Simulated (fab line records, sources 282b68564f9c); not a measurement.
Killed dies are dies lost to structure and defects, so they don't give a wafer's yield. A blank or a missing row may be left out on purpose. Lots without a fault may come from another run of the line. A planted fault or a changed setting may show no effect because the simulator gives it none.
Split-lot experiment | flow rit_cmos | 5 lots, 23 wafers read, on a route of 202 steps

THE SPLIT
At RIT_PSD_COAT_01 (resist thk 1000 nm), the setting resist_thk_nm was moved away from the recipe's 1000 nm on 6 of the 23 wafers read, by -5.9% to -2.4%. The other wafers ran this setting at the recipe's value.

FROM THE SPLIT TO THE READING: what the file shows between them, 3 steps
- RIT_PSD_SOFTBAKE_02: time 60 s
- RIT_PSD_EXPOSE_03: exposes mask M10, target cd 40900 nm
- RIT_PSD_DEVELOP_05: develop time 50 s

THE READING
NOVOLAK_of_PSD_COAT_01.thk_nm (the simulator's own value, which no gauge read), in nm, at RIT_PSD_HARDBAKE_07 (time 60 s). The file gives no usual value for it. The 17 wafers here that ran the recipe average 885.6 nm, standard deviation 2.4 nm.

wafer  | tool, chamber at the split | resist_thk_nm as run, nm | against the recipe | NOVOLAK_of_PSD_COAT_01.thk_nm, nm | against lot-mates on the recipe
L074.1 | litho_track-02, 0          | 1000                     | recipe             | 889.4                             | -
L074.2 | litho_track-02, 0          | 1000                     | recipe             | 887.4                             | -
L074.4 | litho_track-02, 0          | 1000                     | recipe             | 887.7                             | -
L074.5 | litho_track-02, 0          | 1000                     | recipe             | 887.2                             | -
L074.6 | litho_track-02, 0          | 1000                     | recipe             | 885.9                             | -
L077.1 | litho_track-04, 0          | 940.5                    | -5.9%              | 829.8                             | -52.8
L077.2 | litho_track-04, 0          | 1000                     | recipe             | 881.4                             | -
L077.3 | litho_track-04, 0          | 1000                     | recipe             | 883.7                             | -
L077.4 | litho_track-04, 0          | 940.5                    | -5.9%              | 830.8                             | -51.8
L077.5 | litho_track-04, 0          | 940.5                    | -5.9%              | 829.9                             | -52.6
L081.1 | litho_track-04, 0          | 1000                     | recipe             | 886.6                             | -
L081.3 | litho_track-04, 0          | 1000                     | recipe             | 888.1                             | -
L081.4 | litho_track-04, 0          | 1000                     | recipe             | 887                               | -
L081.5 | litho_track-04, 0          | 1000                     | recipe             | 887.1                             | -
L081.6 | litho_track-04, 0          | 1000                     | recipe             | 887.1                             | -
L082.2 | litho_track-02, 0          | 975.5                    | -2.4%              | 860.4                             | -21.2
L082.3 | litho_track-02, 0          | 975.5                    | -2.4%              | 861.5                             | -20.1
L082.4 | litho_track-02, 0          | 1000                     | recipe             | 880.9                             | -
L082.5 | litho_track-02, 0          | 975.5                    | -2.4%              | 860.1                             | -21.5
L082.6 | litho_track-02, 0          | 1000                     | recipe             | 882.4                             | -
L085.3 | litho_track-02, 0          | 1000                     | recipe             | 885.1                             | -
L085.4 | litho_track-02, 0          | 1000                     | recipe             | 884.6                             | -
L085.5 | litho_track-02, 0          | 1000                     | recipe             | 883.4                             | -

THE FIT
A straight line over all 23 wafers: NOVOLAK_of_PSD_COAT_01.thk_nm changes by +9.4 nm for each +1% of resist_thk_nm; r = +0.99; the points scatter about the line by 2.3 nm.
The same after taking each lot's own level away (the mean of its wafers on the recipe; 23 wafers): +8.78 nm for each +1%; r = +1.00; scatter 0.86 nm.
On that fit, the largest move of resist_thk_nm shifts the reading by 52 nm.
The lots' own levels span 881.65 to 887.52 nm, that is 2.4 times the standard deviation above.
So the lot-to-lot level changes the slope little: the two slopes agree.
Check: with one of the wafers moved furthest among these (-5.9%) left out of the fit, the line predicts -52 nm for it against its lot-mates. It came out at -52.8 nm against them.

OTHER SPLITS ON THESE WAFERS
These wafers also went through other splits before the reading. Each is held against what the fit with the lots' levels taken away leaves over:
other split on the same wafers     | wafers away from the commonest value | r with NOVOLAK_of_PSD_COAT_01.thk_nm (lot level and that fit taken away)
RIT_GATE_DEVELOP_15 develop_time_s | 8                                    | -0.13
RIT_REOX_OXIDATION_03 temp_c       | 5                                    | +0.09
RIT_NLDD_IMPLANT_08 energy_kev     | 10                                   | -0.46
RIT_PLDD_IMPLANT_08 tilt_deg       | 11                                   | -0.05

THE WHOLE CHAIN: every reading that the file lists as answering this split, in the file's order
step                | what it does       | reading                                                                        | change (the file's fit)              | r (the file's)
RIT_PSD_COAT_01     | resist thk 1000 nm | NOVOLAK_of_PSD_COAT_01.thk_nm (the simulator's own value, which no gauge read) | +10 nm for each +1% of the setting   | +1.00
RIT_PSD_HARDBAKE_07 | time 60 s          | NOVOLAK_of_PSD_COAT_01.thk_nm (the simulator's own value, which no gauge read) | +8.77 nm for each +1% of the setting | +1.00

THE FILE'S OWN FIT
NOVOLAK_of_PSD_COAT_01.thk_nm changes by +8.77 nm for each +1% of resist_thk_nm, r = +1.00.
